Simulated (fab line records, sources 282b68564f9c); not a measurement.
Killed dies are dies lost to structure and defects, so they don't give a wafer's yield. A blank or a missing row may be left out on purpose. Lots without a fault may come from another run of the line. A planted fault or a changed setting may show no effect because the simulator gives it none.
A struck lot beside a sound one | flow rit_cmos | 44 steps out of a route of 202
Sound: wafers L204.3, L204.4, L204.6. Struck: wafer L193.2. (L193.1, L193.4 of the same lot were not struck and are left out.) The cause comes at the end.
At each step with rows: each side's tool, then ch and its chambers, then its first start. Under that, the readings that differ: sound wafers | struck wafers | difference of the means | sigmas: that difference in standard deviations of wafers without a fault.
alike: readings whose means differ by less than 2 such deviations, and words and numbers that are the same on both sides. not compared: withheld readings, readings that some wafer has no value for, bounds like >300 that may hide the same value, and numbers for which the record gives no deviation and whose values overlap.
The two part at a step that has a row with sigmas, a row that says differs or no value, or rows on one side only. Numbers that don't overlap but have no deviation are shown without sigmas and don't part them. A reading that every wafer of one side lacks parts them only if that side has two wafers or more.

first, 2 steps without rows for these wafers: RIT_PLDD_PEB_04; RIT_PLDD_DEVELOP_05 (develop time 50 s).
RIT_PLDD_OVL_MEAS_06:
  sound on overlay-01, day 6 14:06; struck on overlay-02, day 3 21:59
  reading       | sound        | struck | difference | sigmas
  PLDD_OVL (nm) | -0.2 0.8 1.3 | -2.1   | -2.7       | -2
then, 2 steps without rows for these wafers: RIT_PLDD_HARDBAKE_07 (time 60 s); RIT_PLDD_IMPLANT_08.
RIT_PLDD_STRIP_09: strips in O2, time 180 s.
  sound on plasma_asher-02 ch 0,1, day 6 14:29; struck on plasma_asher-03 ch 1, day 3 22:19
  reading                | sound | struck | difference                   | sigmas
  rf_hours_counter_h (h) | - - - | 29     | no value on the sound wafers |
  alike: chamber_pressure_mTorr, drypump_motor_current_A
RIT_PLDD_TW_MEAS_10:
  sound on film_metro-01, day 6 14:37; struck on film_metro-01, day 3 22:29
  alike: PLDD_TW
then, 4 steps without rows for these wafers: RIT_SPACER_CLEAN_00 (cleans in SC1, time 600 s); RIT_SPACER_CLEAN_01 (cleans in dHF, time 30 s); RIT_SPACER_CLEAN_02 (cleans in SC2, time 600 s); RIT_SPACER_CVD_03 (deposits Si3N4 from SiH2Cl2/NH3, target thk 250 nm, time 3300 s).
RIT_SPACER_THK_MEAS_04:
  sound on film_metro-03, day 6 16:58; struck on film_metro-02, day 4 01:32
  alike: SPACER_NITRIDE_THK
RIT_SPACER_ETCHBACK_05: etches Si3N4 in SF6/CHF3, stops on SiO2, target depth 250 nm, time 246.9 s.
  sound on rie_diel-01 ch 1,2, day 6 17:00; struck on rie_diel-03 ch 2, day 4 01:36
  reading                                  | sound             | struck | difference | sigmas
  drypump_motor_current_A (A)              | 5.85 5.52 5.47    | 6.40   | +0.79      | +3
  model.poly-Si_of_GATE_CVD_08.thk_nm (nm) | 166.1 166.6 164.1 | 159.8  | -5.8       |
  model.Si3N4_of_SPACER_CVD_03.thk_nm (nm) | 195.3 193.6 196   | 188.2  | -6.8       |
  alike: chamber_pressure_mTorr, oes_product_au, throttle_valve_pct
  not compared: rf_hours_counter_h
then, 6 steps without rows for these wafers: RIT_NSD_HMDS_00 (prime time 60 s); RIT_NSD_COAT_01 (resist thk 1000 nm); RIT_NSD_SOFTBAKE_02 (time 60 s); RIT_NSD_EXPOSE_03 (exposes mask M9, target cd 40700 nm); RIT_NSD_PEB_04; RIT_NSD_DEVELOP_05 (develop time 50 s).
RIT_NSD_OVL_MEAS_06:
  sound on overlay-01, day 6 18:08; struck on overlay-01, day 4 02:49
  alike: NSD_OVL
then, 2 steps without rows for these wafers: RIT_NSD_HARDBAKE_07 (time 60 s); RIT_NSD_IMPLANT_08.
RIT_NSD_STRIP_09: strips in O2, time 180 s.
  sound on plasma_asher-01 ch 0,1, day 6 18:31; struck on plasma_asher-03 ch 0, day 4 03:10
  reading                | sound | struck | difference                   | sigmas
  rf_hours_counter_h (h) | - - - | 30     | no value on the sound wafers |
  alike: chamber_pressure_mTorr, drypump_motor_current_A
RIT_NSD_TW_MEAS_10:
  sound on film_metro-02, day 6 18:40; struck on film_metro-04, day 4 03:20
  alike: NSD_TW
then, 6 steps without rows for these wafers: RIT_PSD_HMDS_00 (prime time 60 s); RIT_PSD_COAT_01 (resist thk 1000 nm); RIT_PSD_SOFTBAKE_02 (time 60 s); RIT_PSD_EXPOSE_03 (exposes mask M10, target cd 40900 nm); RIT_PSD_PEB_04; RIT_PSD_DEVELOP_05 (develop time 51.19 s).
RIT_PSD_OVL_MEAS_06:
  sound on overlay-01, day 6 19:41; struck on overlay-01, day 4 04:22
  alike: PSD_OVL
then, 2 steps without rows for these wafers: RIT_PSD_HARDBAKE_07 (time 60 s); RIT_PSD_IMPLANT_08.
RIT_PSD_STRIP_09: strips in O2, time 180 s.
  sound on plasma_asher-02 ch 0,1, day 6 20:04; struck on plasma_asher-02 ch 0, day 4 04:42
  reading                | sound | struck | difference                   | sigmas
  rf_hours_counter_h (h) | - - - | 44     | no value on the sound wafers |
  alike: chamber_pressure_mTorr, drypump_motor_current_A
RIT_PSD_TW_MEAS_10:
  sound on film_metro-04, day 6 20:12; struck on film_metro-02, day 4 04:53
  alike: PSD_TW
then, 2 steps without rows for these wafers: RIT_SDANNEAL_CLEAN_00 (cleans in SC1, time 600 s); RIT_SDANNEAL_CLEAN_01 (cleans in dHF, time 30 s).
RIT_SDANNEAL_CLEAN_02: cleans in SC2, time 600 s.
  sound on wet_bench-02 ch 3, day 6 20:26; struck on wet_bench-03 ch 2, day 4 05:08
  reading                                  | sound             | struck | difference | sigmas
  model.poly-Si_of_GATE_CVD_08.thk_nm (nm) | 161.9 162.4 159.9 | 155.6  | -5.8       |
RIT_SDANNEAL_RTA_03: time 5 s.
  sound on rtp_anneal-02 ch 0, day 6 20:38; struck on rtp_anneal-01 ch 0, day 4 05:18
  alike: anneal_temp_c_max, wafer_temp_C_max
RIT_SDANNEAL_RS_MEAS_04: measures by four-point-probe.
  sound on film_metro-01, day 6 20:43; struck on film_metro-01, day 4 05:22
  alike: PSD_RS
RIT_SDANNEAL_RS_MEAS_05: measures by four-point-probe.
  sound on film_metro-01, day 6 20:50; struck on film_metro-01, day 4 05:29
  alike: NSD_RS
RIT_SDANNEAL_RS_MEAS_06: measures by four-point-probe.
  sound on film_metro-01, day 6 20:57; struck on film_metro-01, day 4 05:36
  alike: PLDD_RS
RIT_SILICIDE_WET_ETCH_00: etches SiO2 in BOE, target depth 14 nm, time 15 s.
  sound on wet_bench-04 ch 2, day 6 21:09; struck on wet_bench-04 ch 2, day 4 05:50
  reading                                  | sound             | struck | difference | sigmas
  model.Si3N4_of_SPACER_CVD_03.thk_nm (nm) | 194.1 192.4 194.8 | 187.1  | -6.7       |
RIT_M1_PROBE_99:
  sound on prober-02, day 7 04:19; struck on prober-01, day 4 12:52
  reading                                | sound             | struck | difference | sigmas
  killed_open                            | 2 2 2             | 9      | +7         | +4
  model.etest.nmos_0p15.r_on_ohm_um      | 1092 1119 1117    | 1217   | +108       |
  model.etest.nmos_0p3.r_on_ohm_um       | 2101 2099 2137    | 2267   | +155       |
  model.etest.pplus_sal.width_nm (nm)    | 3424 3451 3442    | 3489   | +50        |
  model.etest.nplus_sal.width_nm (nm)    | 3432 3452 3435    | 3477   | +37        |
  model.etest.pwell_pinched.rs_ohm_sq    | 457.8 464.2 458.4 | 480.7  | +20.6      |
  model.etest.nwell_pinched.rs_ohm_sq    | 333.3 339.3 336.7 | 352.1  | +15.7      |
  model.etest.diode_pplus_nwell.bv_v (V) | 6.526 6.56 6.556  | 6.826  | +0.279     |
  model.etest.nmos_0p15.tox_inv_nm (nm)  | 4.472 4.42 4.503  | 4.319  | -0.146     |
  alike: killed_at_contacts, killed_at_front_end, killed_dies, killed_short

WHERE THEY PART
First at RIT_PLDD_OVL_MEAS_06; last, within this record, at RIT_M1_PROBE_99.

WHY: what the simulator had put in
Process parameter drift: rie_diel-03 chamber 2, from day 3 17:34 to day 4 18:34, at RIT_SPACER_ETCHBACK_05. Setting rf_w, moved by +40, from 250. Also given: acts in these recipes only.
